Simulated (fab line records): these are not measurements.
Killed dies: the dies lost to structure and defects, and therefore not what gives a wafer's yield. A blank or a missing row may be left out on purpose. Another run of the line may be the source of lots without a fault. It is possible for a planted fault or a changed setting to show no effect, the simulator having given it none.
Which of the tools did it? | flow ritCmos | 42 wafers from 14 lots sampled at 4 of the route's 202 steps

WHAT EACH GAUGE READ, for each wafer
RIT_NSD_OVL_MEAS_06. Usual: NSD_OVL typically reads 0.6 nm, with standard deviation 1.4.
lot  | measured    | on         | NSD_OVL (nm)   | flag
L744 | day 3 05:25 | overlay-02 | 1.5 1.5 0.9    | 
L745 | day 3 07:59 | overlay-02 | -1.6 -0.4 -1.3 | 
L746 | day 3 11:53 | overlay-01 | -0.7 -0.1 0.2  | 
L747 | day 3 16:32 | overlay-02 | -0.3 -0.5 -0.5 | 
L749 | day 4 00:50 | overlay-01 | -0.7 0.3 -1.0  | 
L755 | day 5 07:26 | overlay-01 | 0.9 0.6 1.5    | 
L756 | day 5 10:41 | overlay-02 | -1.9 -3.0 -2.5 | 
L757 | day 5 17:18 | overlay-02 | 2.4 2.2 1.5    | 
L760 | day 6 14:54 | overlay-01 | 1.9 1.6 1.3    | 
L762 | day 7 03:33 | overlay-02 | 0.8 1.1 0.9    | 
L763 | day 7 05:05 | overlay-02 | 1.7 2.1 2.0    | 
L764 | day 7 12:17 | overlay-02 | 2.4 3.0 2.3    | 
L766 | day 7 22:19 | overlay-02 | 2.5 2.2 -0.7   | 
L767 | day 8 04:45 | overlay-02 | -0.6 -0.3 -0.9 | 

RIT_PSD_TW_MEAS_10. Usual: PSD_TW typically reads 3449, with standard deviation 43.
lot  | measured    | on           | PSD_TW         | flag
L744 | day 3 07:28 | filmMetro-03 | 3484 3495 3507 | 
L745 | day 3 09:59 | filmMetro-01 | 3494 3489 3490 | 
L746 | day 3 13:49 | filmMetro-03 | 3473 3478 3503 | 
L747 | day 3 18:35 | filmMetro-04 | 3369 3389 3385 | 
L749 | day 4 02:46 | filmMetro-01 | 3477 3480 3493 | 
L755 | day 5 09:30 | filmMetro-03 | 3479 3464 3468 | 
L756 | day 5 12:38 | filmMetro-04 | 3411 3385 3382 | 
L757 | day 5 19:14 | filmMetro-01 | 3479 3456 3454 | 
L760 | day 6 17:21 | filmMetro-04 | 3393 3416 3406 | 
L762 | day 7 05:29 | filmMetro-01 | 3497 3504 3493 | 
L763 | day 7 07:24 | filmMetro-03 | 3447 3455 3442 | 
L764 | day 7 14:20 | filmMetro-01 | 3488 3464 3491 | 
L766 | day 8 00:17 | filmMetro-04 | 3388 3359 3357 | 
L767 | day 8 06:48 | filmMetro-01 | 3470 3459 3467 | 

RIT_M1_OVL_MEAS_10. Usual: M1_OVL typically reads 0.9 nm, with standard deviation 1.7.
lot  | measured    | on         | M1_OVL (nm)   | flag
L744 | day 3 13:07 | overlay-02 | 2.4 0.7 2.8   | 
L745 | day 3 15:28 | overlay-01 | 1.7 3.0 2.9   | 
L746 | day 3 19:09 | overlay-01 | 1.6 2.7 2.8   | 
L747 | day 4 00:16 | overlay-01 | -0.5 -1.2 0.0 | 
L749 | day 4 08:23 | overlay-02 | 1.4 2.3 2.0   | 
L755 | day 5 14:44 | overlay-01 | 2.1 0.0 -0.6  | 
L756 | day 5 17:51 | overlay-01 | 1.7 3.0 1.5   | 
L757 | day 6 00:28 | overlay-01 | -0.2 0.2 -0.4 | 
L760 | day 6 22:32 | overlay-01 | 0.7 0.4 -0.5  | 
L762 | day 7 10:53 | overlay-01 | 0.9 1.3 2.6   | 
L763 | day 7 12:52 | overlay-02 | 2.9 3.7 1.8   | 
L764 | day 7 19:35 | overlay-01 | 0.4 0.1 1.9   | 
L766 | day 8 05:47 | overlay-01 | 1.0 -2.2 -1.7 | 
L767 | day 8 12:10 | overlay-02 | 2.7 3.6 2.6   | 

EACH LOT AND THE TOOL THAT RAN IT (in order: tool; ch and the chambers of the sampled wafers; start)
lot  | RIT_M1_SOFTBAKE_05
L744 | lithoTrack-04 ch 0, day 3 12:19
L745 | lithoTrack-04 ch 0, day 3 14:46
L746 | lithoTrack-03 ch 0, day 3 18:27
L747 | lithoTrack-02 ch 0, day 3 23:28
L749 | lithoTrack-03 ch 0, day 4 07:35
L755 | lithoTrack-03 ch 0, day 5 14:03
L756 | lithoTrack-03 ch 0, day 5 17:10
L757 | lithoTrack-04 ch 0, day 5 23:46
L760 | lithoTrack-02 ch 0, day 6 21:50
L762 | lithoTrack-04 ch 0, day 7 10:11
L763 | lithoTrack-02 ch 0, day 7 12:02
L764 | lithoTrack-02 ch 0, day 7 18:53
L766 | lithoTrack-04 ch 0, day 8 05:05
L767 | lithoTrack-02 ch 0, day 8 11:28
- RIT_M1_SOFTBAKE_05: time 60 s.

AS READ BY THE TOOLS THEMSELVES (means over the sampled wafers that have a number; for cases with no such wafer, the mark the record gives instead)
RIT_M1_SOFTBAKE_05. Usual: chillPlateTempC 23.01 C, standard deviation 0.1; heaterPowerTotalW 34.56 W, standard deviation 0.044; plateTempC 90.01 C, standard deviation 0.12.
lot  | tool          | chillPlateTempC (C) | heaterPowerTotalW (W) | plateTempC (C) | flag
L744 | lithoTrack-04 | 23.00               | 34.59                 | 90.02          | 
L745 | lithoTrack-04 | 23.11               | 34.57                 | 90.10          | 
L746 | lithoTrack-03 | 22.96               | 34.55                 | 90.10          | 
L747 | lithoTrack-02 | 22.99               | 34.53                 | 90.10          | 
L749 | lithoTrack-03 | 22.97               | 34.58                 | 89.98          | 
L755 | lithoTrack-03 | 22.96               | 36.86                 | 94.18          | OFF
L756 | lithoTrack-03 | 23.08               | 36.81                 | 93.99          | OFF
L757 | lithoTrack-04 | 22.95               | 34.56                 | 89.83          | 
L760 | lithoTrack-02 | 22.91               | 34.58                 | 90.08          | 
L762 | lithoTrack-04 | 23.12               | 34.56                 | 89.85          | 
L763 | lithoTrack-02 | 22.92               | 34.53                 | 90.05          | 
L764 | lithoTrack-02 | 23.19               | 34.61                 | 90.07          | 
L766 | lithoTrack-04 | 23.13               | 34.54                 | 90.10          | 
L767 | lithoTrack-02 | 23.07               | 34.55                 | 90.13          | 

THE ANSWER, worked out from the rows above alone
Rule: a lot is off if the mean of its wafers that have a number lies more than 3 standard deviations from the usual mean. A lot without any number at a reading at which 4 lots or more have one is off too. Any other lot the step has rows for is counted as sound. Order of review: gauges by route order, followed by the tools' own readings, for which a lot's mean as printed above is used. At the first step where some lot is off, the reading lying furthest off is the one used; lots without a number count as furthest.
Off at RIT_M1_SOFTBAKE_05 (heaterPowerTotalW): L755, L756.
If a tool, at that step or one of the process steps before it, ran each lot that is off and ran no sound lot following the first of them, it fits. One fits: RIT_M1_SOFTBAKE_05 on lithoTrack-03. Its last sound lot is L749 (day 4 07:35), its first lot that is off L755 (day 5 14:03): a fault that began between those two fits.
The tool's own readings at RIT_M1_SOFTBAKE_05 bear it out: on the lots that are off they differ by more than 5 times the standard deviation of the sound lots' means. heaterPowerTotalW reads 36.84 W there against 34.56 W on the sound lots; plateTempC reads 94.09 C there against 90.03 C on the sound lots.

WHAT WAS PUT IN BY THE SIMULATOR
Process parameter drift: lithoTrack-03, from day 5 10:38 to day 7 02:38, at RIT_M1_SOFTBAKE_05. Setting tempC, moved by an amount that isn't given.
Shown lots that were struck: L755, L756. Same finding as the rule above.
